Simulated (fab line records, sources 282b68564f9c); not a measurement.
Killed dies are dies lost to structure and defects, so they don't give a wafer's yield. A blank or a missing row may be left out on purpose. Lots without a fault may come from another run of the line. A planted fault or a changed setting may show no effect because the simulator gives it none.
Split-lot experiment | flow rit_cmos | 5 lots, 23 wafers read, on a route of 202 steps

THE SPLIT
At RIT_ACTIVE_COAT_06 (resist thk 1000 nm), the setting resist_thk_nm was moved away from the recipe's 1000 nm on 8 of the 23 wafers read, by -5.1% to +4.8%. The other wafers ran this setting at the recipe's value.

FROM THE SPLIT TO THE READING: what the file shows between them, 2 steps
- RIT_ACTIVE_DEVELOP_10: develop time 50 s (also split here: develop_time_s)
- RIT_ACTIVE_CD_MEAS_11: target cd 1400 nm

THE READING
NOVOLAK_of_ACTIVE_COAT_06.thk_nm (the simulator's own value, which no gauge read), in nm, at RIT_ACTIVE_HARDBAKE_12 (time 60 s). The file gives no usual value for it. The 15 wafers here that ran the recipe average 882.7 nm, standard deviation 1.6 nm.

wafer  | tool, chamber at the split | resist_thk_nm as run, nm | against the recipe | NOVOLAK_of_ACTIVE_COAT_06.thk_nm, nm | against lot-mates on the recipe
L074.1 | litho_track-03, 0          | 1000                     | recipe             | 881                                  | -
L074.2 | litho_track-03, 0          | 1000                     | recipe             | 880.3                                | -
L074.3 | litho_track-03, 0          | 974.3                    | -2.6%              | 861                                  | -20.2
L074.5 | litho_track-03, 0          | 974.3                    | -2.6%              | 859.4                                | -21.8
L074.6 | litho_track-03, 0          | 1000                     | recipe             | 882.2                                | -
L076.1 | litho_track-01, 0          | 1000                     | recipe             | 882.1                                | -
L076.3 | litho_track-01, 0          | 1000                     | recipe             | 883.4                                | -
L076.6 | litho_track-01, 0          | 1000                     | recipe             | 881.1                                | -
L077.1 | litho_track-03, 0          | 1000                     | recipe             | 885.7                                | -
L077.2 | litho_track-03, 0          | 949.4                    | -5.1%              | 840.8                                | -44.0
L077.4 | litho_track-03, 0          | 1000                     | recipe             | 883.7                                | -
L077.5 | litho_track-03, 0          | 949.4                    | -5.1%              | 840.4                                | -44.4
L077.6 | litho_track-03, 0          | 1000                     | recipe             | 885.1                                | -
L079.1 | litho_track-01, 0          | 1048                     | +4.8%              | 922                                  | +39.8
L079.2 | litho_track-01, 0          | 1000                     | recipe             | 882.2                                | -
L079.4 | litho_track-01, 0          | 1000                     | recipe             | 883.5                                | -
L079.5 | litho_track-01, 0          | 1000                     | recipe             | 881                                  | -
L079.6 | litho_track-01, 0          | 1048                     | +4.8%              | 925.4                                | +43.2
L081.2 | litho_track-03, 0          | 972.3                    | -2.8%              | 861.8                                | -21.3
L081.3 | litho_track-03, 0          | 1000                     | recipe             | 882.2                                | -
L081.4 | litho_track-03, 0          | 1000                     | recipe             | 882.4                                | -
L081.5 | litho_track-03, 0          | 972.3                    | -2.8%              | 858.3                                | -24.8
L081.6 | litho_track-03, 0          | 1000                     | recipe             | 884.8                                | -

THE FIT
A straight line over all 23 wafers: NOVOLAK_of_ACTIVE_COAT_06.thk_nm changes by +8.44 nm for each +1% of resist_thk_nm; r = +1.00; the points scatter about the line by 1.6 nm.
The same after taking each lot's own level away (the mean of its wafers on the recipe; 23 wafers): +8.6 nm for each +1%; r = +1.00; scatter 1.2 nm.
On that fit, the largest move of resist_thk_nm shifts the reading by 44 nm.
The lots' own levels span 881.17 to 884.83 nm, that is 2.3 times the standard deviation above.
So the lot-to-lot level changes the slope little: the two slopes agree.
Check: with one of the wafers moved furthest among these (-5.1%) left out of the fit, the line predicts -43.2 nm for it against its lot-mates. It came out at -44 nm against them.

OTHER SPLITS ON THESE WAFERS
These wafers also went through other splits before the reading. Each is held against what the fit with the lots' levels taken away leaves over:
other split on the same wafers       | wafers away from the commonest value | r with NOVOLAK_of_ACTIVE_COAT_06.thk_nm (lot level and that fit taken away)
RIT_ACTIVE_DEVELOP_10 develop_time_s | 11                                   | +0.18

THE WHOLE CHAIN: every reading that the file lists as answering this split, in the file's order
step                   | what it does                                                        | reading                                                                           | change (the file's fit)                                                                        | r (the file's)
RIT_ACTIVE_COAT_06     | resist thk 1000 nm                                                  | NOVOLAK_of_ACTIVE_COAT_06.thk_nm (the simulator's own value, which no gauge read) | +9.82 nm for each +1% of the setting                                                           | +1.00
RIT_ACTIVE_HARDBAKE_12 | time 60 s                                                           | NOVOLAK_of_ACTIVE_COAT_06.thk_nm (the simulator's own value, which no gauge read) | +8.59 nm for each +1% of the setting                                                           | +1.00
RIT_ACTIVE_CD_MEAS_11  | target cd 1400 nm                                                   | cd_nm                                                                             | +0.926 nm for each +1% of the setting, in a fit together with develop_time_s@ACTIVE_DEVELOP_10 | 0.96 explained
RIT_ACTIVE_ETCH_13     | etches Si3N4 in SF6, stops on SiO2, time 210 s, target depth 210 nm | ACTIVE.cd_nm (the simulator's own value, which no gauge read)                     | +0.906 nm for each +1% of the setting, in a fit together with develop_time_s@ACTIVE_DEVELOP_10 | 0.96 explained
RIT_ACTIVE_CD_MEAS_90  | target cd 1400 nm                                                   | cd_nm                                                                             | +0.904 nm for each +1% of the setting, in a fit together with develop_time_s@ACTIVE_DEVELOP_10 | 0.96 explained

THE FILE'S OWN FIT
NOVOLAK_of_ACTIVE_COAT_06.thk_nm changes by +8.59 nm for each +1% of resist_thk_nm, r = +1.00.
